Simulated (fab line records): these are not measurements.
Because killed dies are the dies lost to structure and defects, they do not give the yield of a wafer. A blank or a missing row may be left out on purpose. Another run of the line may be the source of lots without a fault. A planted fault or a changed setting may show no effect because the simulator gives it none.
Which tool is to blame? || flow berkeley-cmos170 || 14 lots with 42 wafers sampled at 7 steps, on a route of 331 steps

## WHAT THE GAUGES SHOWED, per wafer
UCB170_M1_CD_MEAS_09: the cd target is 700 nm. Usual: cd-nm reads 699.9 nm (standard deviation 1.3).
{"lot": "L997", "measured": "day 9 07:38", "on": "cd-sem-01", "cd-nm (nm)": "698.7 698.3 700.4", "flag": ""}
{"lot": "L999", "measured": "day 9 07:34", "on": "cd-sem-02", "cd-nm (nm)": "699.6 699.6 698.7", "flag": ""}
{"lot": "L998", "measured": "day 9 07:50", "on": "cd-sem-01", "cd-nm (nm)": "699.2 699.9 699.4", "flag": ""}
{"lot": "L100", "measured": "day 9 17:17", "on": "cd-sem-02", "cd-nm (nm)": "700.1 702.5 701.6", "flag": ""}
{"lot": "L103", "measured": "day 10 04:10", "on": "cd-sem-02", "cd-nm (nm)": "696.0 697.7 697.0", "flag": ""}
{"lot": "L101", "measured": "day 10 04:14", "on": "cd-sem-01", "cd-nm (nm)": "701.3 700.1 699.9", "flag": ""}
{"lot": "L104", "measured": "day 10 13:20", "on": "cd-sem-01", "cd-nm (nm)": "700.7 701.3 700.3", "flag": ""}
{"lot": "L107", "measured": "day 10 22:10", "on": "cd-sem-02", "cd-nm (nm)": "700.4 701.2 701.1", "flag": ""}
{"lot": "L106", "measured": "day 10 22:25", "on": "cd-sem-01", "cd-nm (nm)": "675.4 674.9 673.8", "flag": "OFF"}
{"lot": "L108", "measured": "day 11 10:02", "on": "cd-sem-01", "cd-nm (nm)": "675.0 676.4 676.4", "flag": "OFF"}
{"lot": "L109", "measured": "day 11 11:48", "on": "cd-sem-01", "cd-nm (nm)": "700.7 701.4 701.4", "flag": ""}
{"lot": "L113", "measured": "day 11 17:14", "on": "cd-sem-02", "cd-nm (nm)": "701.2 699.1 700.9", "flag": ""}
{"lot": "L114", "measured": "day 12 16:59", "on": "cd-sem-01", "cd-nm (nm)": "699.5 700.4 699.9", "flag": ""}
{"lot": "L117", "measured": "day 13 00:11", "on": "cd-sem-02", "cd-nm (nm)": "699.3 699.8 699.0", "flag": ""}

UCB170_M1_CD_MEAS_90: the cd target is 700 nm. Usual: cd-nm reads 699.8 nm (standard deviation 2.1).
{"lot": "L997", "measured": "day 9 08:04", "on": "cd-sem-01", "cd-nm (nm)": "696.4 699.0 698.0", "flag": ""}
{"lot": "L999", "measured": "day 9 08:04", "on": "cd-sem-02", "cd-nm (nm)": "697.1 699.1 699.2", "flag": ""}
{"lot": "L998", "measured": "day 9 08:16", "on": "cd-sem-02", "cd-nm (nm)": "698.6 699.9 698.7", "flag": ""}
{"lot": "L100", "measured": "day 9 17:43", "on": "cd-sem-01", "cd-nm (nm)": "700.6 702.8 699.9", "flag": ""}
{"lot": "L103", "measured": "day 10 04:35", "on": "cd-sem-01", "cd-nm (nm)": "696.0 696.7 696.2", "flag": ""}
{"lot": "L101", "measured": "day 10 04:40", "on": "cd-sem-02", "cd-nm (nm)": "702.3 699.5 700.5", "flag": ""}
{"lot": "L104", "measured": "day 10 13:46", "on": "cd-sem-02", "cd-nm (nm)": "699.6 701.2 700.6", "flag": ""}
{"lot": "L107", "measured": "day 10 22:35", "on": "cd-sem-02", "cd-nm (nm)": "701.2 702.7 700.0", "flag": ""}
{"lot": "L106", "measured": "day 10 22:51", "on": "cd-sem-01", "cd-nm (nm)": "673.8 674.6 671.9", "flag": "OFF"}
{"lot": "L108", "measured": "day 11 10:40", "on": "cd-sem-01", "cd-nm (nm)": "672.8 676.4 675.5", "flag": "OFF"}
{"lot": "L109", "measured": "day 11 12:14", "on": "cd-sem-01", "cd-nm (nm)": "703.4 703.1 702.4", "flag": ""}
{"lot": "L113", "measured": "day 11 17:40", "on": "cd-sem-01", "cd-nm (nm)": "702.1 701.8 703.4", "flag": ""}
{"lot": "L114", "measured": "day 12 17:25", "on": "cd-sem-02", "cd-nm (nm)": "696.1 698.2 698.0", "flag": ""}
{"lot": "L117", "measured": "day 13 00:38", "on": "cd-sem-01", "cd-nm (nm)": "699.1 699.1 697.5", "flag": ""}

UCB170_V1_THK_MEAS_04. Usual: V1_POLISHED_THK gives 1000.0 nm (standard deviation 1.2).
{"lot": "L997", "measured": "day 9 10:46", "on": "film-metro-02", "V1_POLISHED_THK (nm)": "1000.2 1001.7 1001.9", "flag": ""}
{"lot": "L999", "measured": "day 9 10:47", "on": "film-metro-04", "V1_POLISHED_THK (nm)": "997.7 1000.5 998.8", "flag": ""}
{"lot": "L998", "measured": "day 9 11:05", "on": "film-metro-04", "V1_POLISHED_THK (nm)": "1000.7 999.8 1000.0", "flag": ""}
{"lot": "L100", "measured": "day 9 19:49", "on": "film-metro-02", "V1_POLISHED_THK (nm)": "999.9 999.8 1000.0", "flag": ""}
{"lot": "L103", "measured": "day 10 07:55", "on": "film-metro-02", "V1_POLISHED_THK (nm)": "998.6 1000.5 997.1", "flag": ""}
{"lot": "L101", "measured": "day 10 07:55", "on": "film-metro-01", "V1_POLISHED_THK (nm)": "1001.2 1001.6 999.8", "flag": ""}
{"lot": "L104", "measured": "day 10 15:50", "on": "film-metro-02", "V1_POLISHED_THK (nm)": "999.5 1000.7 998.9", "flag": ""}
{"lot": "L107", "measured": "day 11 00:40", "on": "film-metro-02", "V1_POLISHED_THK (nm)": "999.5 1002.2 999.4", "flag": ""}
{"lot": "L106", "measured": "day 11 02:00", "on": "film-metro-01", "V1_POLISHED_THK (nm)": "1000.4 998.3 999.6", "flag": ""}
{"lot": "L108", "measured": "day 11 12:44", "on": "film-metro-04", "V1_POLISHED_THK (nm)": "999.8 1000.3 1001.0", "flag": ""}
{"lot": "L109", "measured": "day 11 15:25", "on": "film-metro-01", "V1_POLISHED_THK (nm)": "999.0 999.7 998.1", "flag": ""}
{"lot": "L113", "measured": "day 11 20:26", "on": "film-metro-01", "V1_POLISHED_THK (nm)": "997.9 1000.5 997.8", "flag": ""}
{"lot": "L114", "measured": "day 12 19:53", "on": "film-metro-01", "V1_POLISHED_THK (nm)": "1000.6 996.9 1001.2", "flag": ""}
{"lot": "L117", "measured": "day 13 03:46", "on": "film-metro-04", "V1_POLISHED_THK (nm)": "1000.6 999.6 998.8", "flag": ""}

UCB170_M2_CD_MEAS_15: the cd target is 700 nm. Usual: cd-nm reads 700.1 nm (standard deviation 1.4).
{"lot": "L997", "measured": "day 9 16:11", "on": "cd-sem-01", "cd-nm (nm)": "699.6 701.3 700.3", "flag": ""}
{"lot": "L999", "measured": "day 9 15:47", "on": "cd-sem-02", "cd-nm (nm)": "700.8 699.5 700.8", "flag": ""}
{"lot": "L998", "measured": "day 9 16:47", "on": "cd-sem-02", "cd-nm (nm)": "701.4 702.5 702.1", "flag": ""}
{"lot": "L100", "measured": "day 10 00:14", "on": "cd-sem-01", "cd-nm (nm)": "699.6 701.3 701.8", "flag": ""}
{"lot": "L103", "measured": "day 10 15:44", "on": "cd-sem-01", "cd-nm (nm)": "699.9 699.9 698.5", "flag": ""}
{"lot": "L101", "measured": "day 10 16:24", "on": "cd-sem-02", "cd-nm (nm)": "699.9 700.3 700.9", "flag": ""}
{"lot": "L104", "measured": "day 10 19:49", "on": "cd-sem-01", "cd-nm (nm)": "701.3 701.8 701.4", "flag": ""}
{"lot": "L107", "measured": "day 11 04:47", "on": "cd-sem-02", "cd-nm (nm)": "700.7 700.1 700.2", "flag": ""}
{"lot": "L106", "measured": "day 11 06:01", "on": "cd-sem-02", "cd-nm (nm)": "701.4 701.8 703.3", "flag": ""}
{"lot": "L108", "measured": "day 11 16:43", "on": "cd-sem-02", "cd-nm (nm)": "700.6 701.9 700.4", "flag": ""}
{"lot": "L109", "measured": "day 11 20:35", "on": "cd-sem-01", "cd-nm (nm)": "699.1 700.3 699.7", "flag": ""}
{"lot": "L113", "measured": "day 12 02:44", "on": "cd-sem-02", "cd-nm (nm)": "699.9 698.4 700.0", "flag": ""}
{"lot": "L114", "measured": "day 13 01:11", "on": "cd-sem-01", "cd-nm (nm)": "700.8 701.3 700.1", "flag": ""}
{"lot": "L117", "measured": "day 13 09:32", "on": "cd-sem-02", "cd-nm (nm)": "700.6 700.0 700.9", "flag": ""}

UCB170_V2_BOW_MEAS_03. Usual: V2_BOW gives 36 um (standard deviation 6.9).
{"lot": "L997", "measured": "day 9 17:19", "on": "film-metro-02", "V2_BOW (um)": "36 44 44", "flag": ""}
{"lot": "L999", "measured": "day 9 16:55", "on": "film-metro-02", "V2_BOW (um)": "31 35 40", "flag": ""}
{"lot": "L998", "measured": "day 9 17:54", "on": "film-metro-01", "V2_BOW (um)": "35 37 44", "flag": ""}
{"lot": "L100", "measured": "day 10 01:22", "on": "film-metro-02", "V2_BOW (um)": "26 32 36", "flag": ""}
{"lot": "L103", "measured": "day 10 16:51", "on": "film-metro-03", "V2_BOW (um)": "24 32 33", "flag": ""}
{"lot": "L101", "measured": "day 10 17:31", "on": "film-metro-03", "V2_BOW (um)": "31 35 32", "flag": ""}
{"lot": "L104", "measured": "day 10 20:56", "on": "film-metro-01", "V2_BOW (um)": "23 42 36", "flag": ""}
{"lot": "L107", "measured": "day 11 05:55", "on": "film-metro-02", "V2_BOW (um)": "43 35 27", "flag": ""}
{"lot": "L106", "measured": "day 11 07:08", "on": "film-metro-03", "V2_BOW (um)": "31 30 26", "flag": ""}
{"lot": "L108", "measured": "day 11 17:50", "on": "film-metro-02", "V2_BOW (um)": "21 44 40", "flag": ""}
{"lot": "L109", "measured": "day 11 21:43", "on": "film-metro-03", "V2_BOW (um)": "39 29 40", "flag": ""}
{"lot": "L113", "measured": "day 12 03:52", "on": "film-metro-03", "V2_BOW (um)": "33 26 25", "flag": ""}
{"lot": "L114", "measured": "day 13 02:19", "on": "film-metro-02", "V2_BOW (um)": "48 41 43", "flag": ""}
{"lot": "L117", "measured": "day 13 10:41", "on": "film-metro-03", "V2_BOW (um)": "33 41 34", "flag": ""}

## EACH LOT AND THE TOOL THAT RAN IT (in order: tool; ch and the chambers of the sampled wafers; start)
{"lot": "L997", "UCB170_M1_COAT_04": "litho-track-02 ch 0, day 9 05:00", "UCB170_M1_STRIP_13": "plasma-asher-02 ch 0,1, day 9 07:58"}
{"lot": "L999", "UCB170_M1_COAT_04": "litho-track-03 ch 0, day 9 05:00", "UCB170_M1_STRIP_13": "plasma-asher-01 ch 0,1, day 9 07:53"}
{"lot": "L998", "UCB170_M1_COAT_04": "litho-track-03 ch 0, day 9 05:00", "UCB170_M1_STRIP_13": "plasma-asher-01 ch 0,1, day 9 08:10"}
{"lot": "L100", "UCB170_M1_COAT_04": "litho-track-02 ch 0, day 9 16:00", "UCB170_M1_STRIP_13": "plasma-asher-01 ch 0,1, day 9 17:37"}
{"lot": "L103", "UCB170_M1_COAT_04": "litho-track-02 ch 0, day 10 03:00", "UCB170_M1_STRIP_13": "plasma-asher-04 ch 0,1, day 10 04:29"}
{"lot": "L101", "UCB170_M1_COAT_04": "litho-track-03 ch 0, day 10 03:00", "UCB170_M1_STRIP_13": "plasma-asher-01 ch 0,1, day 10 04:34"}
{"lot": "L104", "UCB170_M1_COAT_04": "litho-track-03 ch 0, day 10 11:00", "UCB170_M1_STRIP_13": "plasma-asher-01 ch 0,1, day 10 13:39"}
{"lot": "L107", "UCB170_M1_COAT_04": "litho-track-03 ch 0, day 10 21:00", "UCB170_M1_STRIP_13": "plasma-asher-01 ch 0,1, day 10 22:28"}
{"lot": "L106", "UCB170_M1_COAT_04": "litho-track-02 ch 0, day 10 21:00", "UCB170_M1_STRIP_13": "plasma-asher-02 ch 0,1, day 10 22:44"}
{"lot": "L108", "UCB170_M1_COAT_04": "litho-track-02 ch 0, day 11 09:00", "UCB170_M1_STRIP_13": "plasma-asher-04 ch 1, day 11 10:20"}
{"lot": "L109", "UCB170_M1_COAT_04": "litho-track-01 ch 0, day 11 11:00", "UCB170_M1_STRIP_13": "plasma-asher-02 ch 0,1, day 11 12:07"}
{"lot": "L113", "UCB170_M1_COAT_04": "litho-track-03 ch 0, day 11 16:00", "UCB170_M1_STRIP_13": "plasma-asher-02 ch 0,1, day 11 17:32"}
{"lot": "L114", "UCB170_M1_COAT_04": "litho-track-01 ch 0, day 12 15:00", "UCB170_M1_STRIP_13": "plasma-asher-01 ch 0,1, day 12 17:17"}
{"lot": "L117", "UCB170_M1_COAT_04": "litho-track-03 ch 0, day 12 23:00", "UCB170_M1_STRIP_13": "plasma-asher-02 ch 0,1, day 13 00:32"}
- UCB170_M1_COAT_04: resist thk 900 nm.
- UCB170_M1_STRIP_13: strips in O2.

## WHAT THE TOOLS THEMSELVES READ (means of the sampled wafers that have a number; where no wafer has one, the mark that the record gives instead)
UCB170_M1_COAT_04. Usual: exhaust-pa reads 45.0 Pa (standard deviation 0.8).
{"lot": "L997", "tool": "litho-track-02", "exhaust-pa (Pa)": 45.7, "flag": ""}
{"lot": "L999", "tool": "litho-track-03", "exhaust-pa (Pa)": 44.8, "flag": ""}
{"lot": "L998", "tool": "litho-track-03", "exhaust-pa (Pa)": 44.7, "flag": ""}
{"lot": "L100", "tool": "litho-track-02", "exhaust-pa (Pa)": 45.4, "flag": ""}
{"lot": "L103", "tool": "litho-track-02", "exhaust-pa (Pa)": 45.0, "flag": ""}
{"lot": "L101", "tool": "litho-track-03", "exhaust-pa (Pa)": 44.3, "flag": ""}
{"lot": "L104", "tool": "litho-track-03", "exhaust-pa (Pa)": 44.7, "flag": ""}
{"lot": "L107", "tool": "litho-track-03", "exhaust-pa (Pa)": 45.0, "flag": ""}
{"lot": "L106", "tool": "litho-track-02", "exhaust-pa (Pa)": 44.6, "flag": ""}
{"lot": "L108", "tool": "litho-track-02", "exhaust-pa (Pa)": 43.8, "flag": ""}
{"lot": "L109", "tool": "litho-track-01", "exhaust-pa (Pa)": 44.9, "flag": ""}
{"lot": "L113", "tool": "litho-track-03", "exhaust-pa (Pa)": 44.6, "flag": ""}
{"lot": "L114", "tool": "litho-track-01", "exhaust-pa (Pa)": 44.9, "flag": ""}
{"lot": "L117", "tool": "litho-track-03", "exhaust-pa (Pa)": 44.9, "flag": ""}

UCB170_M1_STRIP_13. Usual: drypump-motor-current-A 6.25 A, standard deviation 0.26; oes-product-au 0.720 a.u., standard deviation 0.0047.
{"lot": "L997", "tool": "plasma-asher-02", "drypump-motor-current-A (A)": 6.43, "oes-product-au (a.u.)": 0.721, "flag": ""}
{"lot": "L999", "tool": "plasma-asher-01", "drypump-motor-current-A (A)": 6.28, "oes-product-au (a.u.)": 0.720, "flag": ""}
{"lot": "L998", "tool": "plasma-asher-01", "drypump-motor-current-A (A)": 6.24, "oes-product-au (a.u.)": 0.726, "flag": ""}
{"lot": "L100", "tool": "plasma-asher-01", "drypump-motor-current-A (A)": 6.27, "oes-product-au (a.u.)": 0.724, "flag": ""}
{"lot": "L103", "tool": "plasma-asher-04", "drypump-motor-current-A (A)": 5.90, "oes-product-au (a.u.)": 0.719, "flag": ""}
{"lot": "L101", "tool": "plasma-asher-01", "drypump-motor-current-A (A)": 6.24, "oes-product-au (a.u.)": 0.725, "flag": ""}
{"lot": "L104", "tool": "plasma-asher-01", "drypump-motor-current-A (A)": 6.32, "oes-product-au (a.u.)": 0.723, "flag": ""}
{"lot": "L107", "tool": "plasma-asher-01", "drypump-motor-current-A (A)": 6.33, "oes-product-au (a.u.)": 0.719, "flag": ""}
{"lot": "L106", "tool": "plasma-asher-02", "drypump-motor-current-A (A)": 6.44, "oes-product-au (a.u.)": 0.329, "flag": "OFF"}
{"lot": "L108", "tool": "plasma-asher-04", "drypump-motor-current-A (A)": 6.01, "oes-product-au (a.u.)": 0.352, "flag": "OFF"}
{"lot": "L109", "tool": "plasma-asher-02", "drypump-motor-current-A (A)": 6.51, "oes-product-au (a.u.)": 0.723, "flag": ""}
{"lot": "L113", "tool": "plasma-asher-02", "drypump-motor-current-A (A)": 6.43, "oes-product-au (a.u.)": 0.723, "flag": ""}
{"lot": "L114", "tool": "plasma-asher-01", "drypump-motor-current-A (A)": 6.28, "oes-product-au (a.u.)": 0.726, "flag": ""}
{"lot": "L117", "tool": "plasma-asher-02", "drypump-motor-current-A (A)": 6.50, "oes-product-au (a.u.)": 0.723, "flag": ""}

## THE ANSWER, worked out from the rows above alone
Rule: a lot counts as off when the mean over its wafers that have a number is more than 3 standard deviations away from the usual mean. A lot without any number at a reading at which 4 lots or more have one is off too. All remaining lots with rows at the step are treated as sound. The gauges are gone through in route order, then the tools' own readings, and for those a lot's mean is taken as printed above. The first step at which some lot is off is used, and at that step the reading that is off furthest; a lot without a number counts as furthest.
Off at UCB170_M1_CD_MEAS_09 (cd-nm): L106, L108.
A tool fits if, at a process step before that reading, it ran every lot that is off, and no sound lot after the first of them. Not tried: the gauges at UCB170_M1_CD_MEAS_09; whatever is off there is also off at UCB170_M1_STRIP_13, on other tools, and gauge error can't account for it. One candidate fits, namely litho-track-02 at UCB170_M1_COAT_04. Its last sound lot is L103 (day 10 03:00), its first lot that is off L106 (day 10 21:00): a fault that began between those two fits.

## WHAT THE SIMULATOR PUT IN
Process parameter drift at UCB170_M1_COAT_04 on litho-track-02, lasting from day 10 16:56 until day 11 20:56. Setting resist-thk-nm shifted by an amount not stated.
Lots struck among those shown: L106, L108. The rule above reached the same finding.
